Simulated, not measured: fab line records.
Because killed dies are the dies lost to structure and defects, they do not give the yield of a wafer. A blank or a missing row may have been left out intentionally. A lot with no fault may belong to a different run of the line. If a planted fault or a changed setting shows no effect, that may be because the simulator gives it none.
What tool caused it? / flow rit-cmos / 39 wafers from 13 lots sampled at 5 of the route's 202 steps

WHAT THE GAUGES SHOWED, per wafer
RIT_ACTIVE_CD_MEAS_11: target cd 1400 nm.
lot=L646; measured=day 1 17:28; on=cd-sem-02; cd-nm (nm)=1399.1 1400.0 1401.3
lot=L647; measured=day 1 20:36; on=cd-sem-01; cd-nm (nm)=1399.2 1398.4 1397.5
lot=L648; measured=day 2 00:52; on=cd-sem-01; cd-nm (nm)=1399.3 1398.7 1397.9
lot=L650; measured=day 2 11:05; on=cd-sem-02; cd-nm (nm)=1401.9 1402.8 1402.3
lot=L653; measured=day 3 02:05; on=cd-sem-01; cd-nm (nm)=1397.0 1393.7 1399.6
lot=L655; measured=day 3 13:50; on=cd-sem-01; cd-nm (nm)=1552.5 1551.7 1552.6
lot=L660; measured=day 4 18:08; on=cd-sem-02; cd-nm (nm)=1396.3 1397.0 1396.6
lot=L664; measured=day 5 08:49; on=cd-sem-01; cd-nm (nm)=1398.4 1399.5 1398.6
lot=L665; measured=day 5 13:53; on=cd-sem-02; cd-nm (nm)=1399.1 1398.9 1401.7
lot=L666; measured=day 5 22:18; on=cd-sem-02; cd-nm (nm)=1395.5 1393.4 1394.3
lot=L667; measured=day 6 03:02; on=cd-sem-01; cd-nm (nm)=1399.9 1400.9 1398.7
lot=L668; measured=day 6 05:15; on=cd-sem-01; cd-nm (nm)=1401.0 1401.5 1401.4
lot=L669; measured=day 6 09:30; on=cd-sem-01; cd-nm (nm)=1400.2 1400.9 1403.7

RIT_FOX2_THK_MEAS_01.
lot=L646; measured=day 2 01:17; on=film-metro-02; FOX2_OXIDE_THK (nm)=354 355 357
lot=L647; measured=day 2 01:17; on=film-metro-03; FOX2_OXIDE_THK (nm)=349 351 348
lot=L648; measured=day 2 05:08; on=film-metro-03; FOX2_OXIDE_THK (nm)=356 361 357
lot=L650; measured=day 2 17:34; on=film-metro-03; FOX2_OXIDE_THK (nm)=353 353 348
lot=L653; measured=day 3 09:26; on=film-metro-03; FOX2_OXIDE_THK (nm)=347 350 350
lot=L655; measured=day 3 22:31; on=film-metro-03; FOX2_OXIDE_THK (nm)=351 355 357
lot=L660; measured=day 4 22:01; on=film-metro-02; FOX2_OXIDE_THK (nm)=349 347 350
lot=L664; measured=day 5 16:47; on=film-metro-04; FOX2_OXIDE_THK (nm)=351 353 351
lot=L665; measured=day 5 20:41; on=film-metro-03; FOX2_OXIDE_THK (nm)=359 357 353
lot=L666; measured=day 6 04:04; on=film-metro-03; FOX2_OXIDE_THK (nm)=357 353 359
lot=L667; measured=day 6 09:27; on=film-metro-03; FOX2_OXIDE_THK (nm)=354 362 365
lot=L668; measured=day 6 09:26; on=film-metro-04; FOX2_OXIDE_THK (nm)=350 353 352
lot=L669; measured=day 6 13:22; on=film-metro-02; FOX2_OXIDE_THK (nm)=353 352 354

RIT_CONTACT_CD_MEAS_90: target cd 1000 nm.
lot=L646; measured=day 3 15:11; on=cd-sem-02; cd-nm (nm)=1002.0 999.8 1002.2
lot=L647; measured=day 3 17:03; on=cd-sem-01; cd-nm (nm)=1005.4 1005.5 1003.8
lot=L648; measured=day 3 21:25; on=cd-sem-01; cd-nm (nm)=998.5 999.5 1000.5
lot=L650; measured=day 4 08:46; on=cd-sem-02; cd-nm (nm)=1001.4 1000.0 1001.3
lot=L653; measured=day 5 00:29; on=cd-sem-02; cd-nm (nm)=1000.9 1002.3 1001.6
lot=L655; measured=day 5 12:20; on=cd-sem-02; cd-nm (nm)=997.7 999.1 998.0
lot=L660; measured=day 6 19:01; on=cd-sem-01; cd-nm (nm)=999.0 1003.7 1000.0
lot=L664; measured=day 7 06:49; on=cd-sem-01; cd-nm (nm)=996.5 996.8 999.3
lot=L665; measured=day 7 10:14; on=cd-sem-02; cd-nm (nm)=998.1 997.8 998.6
lot=L666; measured=day 7 14:57; on=cd-sem-01; cd-nm (nm)=1002.3 1004.0 1003.3
lot=L667; measured=day 7 19:06; on=cd-sem-02; cd-nm (nm)=997.5 997.1 997.6
lot=L668; measured=day 7 22:01; on=cd-sem-02; cd-nm (nm)=1001.1 1001.2 1001.8
lot=L669; measured=day 8 03:00; on=cd-sem-01; cd-nm (nm)=1000.5 1003.0 1002.0

EACH LOT AND THE TOOL THAT RAN IT (in order: tool; ch and the chambers of the sampled wafers; start)
lot=L646; RIT_ACTIVE_EXPOSE_08=iline-stepper-02 ch 0, day 1 17:04; RIT_SPACER_ETCHBACK_05=rie-diel-03 ch 0,1, day 3 08:54
lot=L647; RIT_ACTIVE_EXPOSE_08=iline-stepper-02 ch 0, day 1 20:12; RIT_SPACER_ETCHBACK_05=rie-diel-02 ch 1,2,3, day 3 10:35
lot=L648; RIT_ACTIVE_EXPOSE_08=iline-stepper-02 ch 0, day 2 00:28; RIT_SPACER_ETCHBACK_05=rie-diel-03 ch 0,3, day 3 14:43
lot=L650; RIT_ACTIVE_EXPOSE_08=iline-stepper-02 ch 0, day 2 10:41; RIT_SPACER_ETCHBACK_05=rie-diel-04 ch 0,1,3, day 4 02:26
lot=L653; RIT_ACTIVE_EXPOSE_08=iline-stepper-02 ch 0, day 3 01:41; RIT_SPACER_ETCHBACK_05=rie-diel-03 ch 0,1, day 4 17:43
lot=L655; RIT_ACTIVE_EXPOSE_08=iline-stepper-02 ch 0, day 3 13:26; RIT_SPACER_ETCHBACK_05=rie-diel-03 ch 0,1,2, day 5 06:11
lot=L660; RIT_ACTIVE_EXPOSE_08=iline-stepper-01 ch 0, day 4 17:44; RIT_SPACER_ETCHBACK_05=rie-diel-04 ch 0,1,3, day 6 12:15
lot=L664; RIT_ACTIVE_EXPOSE_08=iline-stepper-02 ch 0, day 5 08:25; RIT_SPACER_ETCHBACK_05=rie-diel-02 ch 0,3, day 7 00:19
lot=L665; RIT_ACTIVE_EXPOSE_08=iline-stepper-01 ch 0, day 5 13:28; RIT_SPACER_ETCHBACK_05=rie-diel-03 ch 1,3, day 7 02:55
lot=L666; RIT_ACTIVE_EXPOSE_08=iline-stepper-02 ch 0, day 5 21:54; RIT_SPACER_ETCHBACK_05=rie-diel-03 ch 0,1,3, day 7 07:55
lot=L667; RIT_ACTIVE_EXPOSE_08=iline-stepper-01 ch 0, day 6 02:38; RIT_SPACER_ETCHBACK_05=rie-diel-02 ch 0,1,2, day 7 12:37
lot=L668; RIT_ACTIVE_EXPOSE_08=iline-stepper-02 ch 0, day 6 04:51; RIT_SPACER_ETCHBACK_05=rie-diel-03 ch 1,2,3, day 7 15:28
lot=L669; RIT_ACTIVE_EXPOSE_08=iline-stepper-02 ch 0, day 6 09:06; RIT_SPACER_ETCHBACK_05=rie-diel-04 ch 0,3, day 7 20:25
- RIT_ACTIVE_EXPOSE_08: exposes mask M1, target cd 1400 nm.
- RIT_SPACER_ETCHBACK_05: etches Si3N4 in SF6/CHF3, stops on SiO2, target depth 250 nm, time 240 s.

WHAT THE TOOLS THEMSELVES READ (means of the sampled wafers that have a number; where no wafer has one, the mark that the record gives instead)
RIT_SPACER_ETCHBACK_05.
lot=L646; tool=rie-diel-03; drypump-motor-current-A (A)=5.3; oes-product-au (a.u.)=0.820; throttle-valve-pct (%)=10.21
lot=L647; tool=rie-diel-02; drypump-motor-current-A (A)=5.3; oes-product-au (a.u.)=0.823; throttle-valve-pct (%)=10.32
lot=L648; tool=rie-diel-03; drypump-motor-current-A (A)=5.4; oes-product-au (a.u.)=0.823; throttle-valve-pct (%)=10.35
lot=L650; tool=rie-diel-04; drypump-motor-current-A (A)=5.6; oes-product-au (a.u.)=0.839; throttle-valve-pct (%)=10.25
lot=L653; tool=rie-diel-03; drypump-motor-current-A (A)=5.3; oes-product-au (a.u.)=0.814; throttle-valve-pct (%)=10.22
lot=L655; tool=rie-diel-03; drypump-motor-current-A (A)=5.5; oes-product-au (a.u.)=0.821; throttle-valve-pct (%)=10.18
lot=L660; tool=rie-diel-04; drypump-motor-current-A (A)=5.6; oes-product-au (a.u.)=0.830; throttle-valve-pct (%)=10.24
lot=L664; tool=rie-diel-02; drypump-motor-current-A (A)=5.6; oes-product-au (a.u.)=0.836; throttle-valve-pct (%)=10.20
lot=L665; tool=rie-diel-03; drypump-motor-current-A (A)=5.4; oes-product-au (a.u.)=0.816; throttle-valve-pct (%)=10.18
lot=L666; tool=rie-diel-03; drypump-motor-current-A (A)=5.4; oes-product-au (a.u.)=0.814; throttle-valve-pct (%)=10.26
lot=L667; tool=rie-diel-02; drypump-motor-current-A (A)=5.5; oes-product-au (a.u.)=0.824; throttle-valve-pct (%)=10.29
lot=L668; tool=rie-diel-03; drypump-motor-current-A (A)=5.7; oes-product-au (a.u.)=0.818; throttle-valve-pct (%)=10.14
lot=L669; tool=rie-diel-04; drypump-motor-current-A (A)=6.0; oes-product-au (a.u.)=0.837; throttle-valve-pct (%)=10.23

THE ANSWER, worked out from the rows above alone
Rule: usual is defined by the lots themselves. Put in order of their means at a reading, lots are off if they are a third of the lots or fewer, leave a main group of 4 or more, and stand apart from it by a gap of 3 or more times the standard deviation of the main group's means; of several such gaps the widest counts. A main group is skipped when, at the precision printed for the reading in the tables above, its means are all equal. Also off: a lot with no number at a reading for which 4 or more lots have one. Where the step has rows for the other lots, those lots are counted as sound. First the gauges in route order, then the tools' own readings, where a lot's mean is used as printed above. At the first step where some lot is off, the reading lying furthest off is the one used; lots without a number count as furthest.
Off at RIT_ACTIVE_CD_MEAS_11 (cd-nm): L655. For the main group the mean is 1399.1 nm and the standard deviation 2.2.
If a tool, at a process step before that reading, ran all the lots that are off and no sound lot after the first of them, it fits. Gauges at RIT_ACTIVE_CD_MEAS_11: tried the same way as those tools. None of those tried fits.

WHAT THE SIMULATOR HAD PUT IN
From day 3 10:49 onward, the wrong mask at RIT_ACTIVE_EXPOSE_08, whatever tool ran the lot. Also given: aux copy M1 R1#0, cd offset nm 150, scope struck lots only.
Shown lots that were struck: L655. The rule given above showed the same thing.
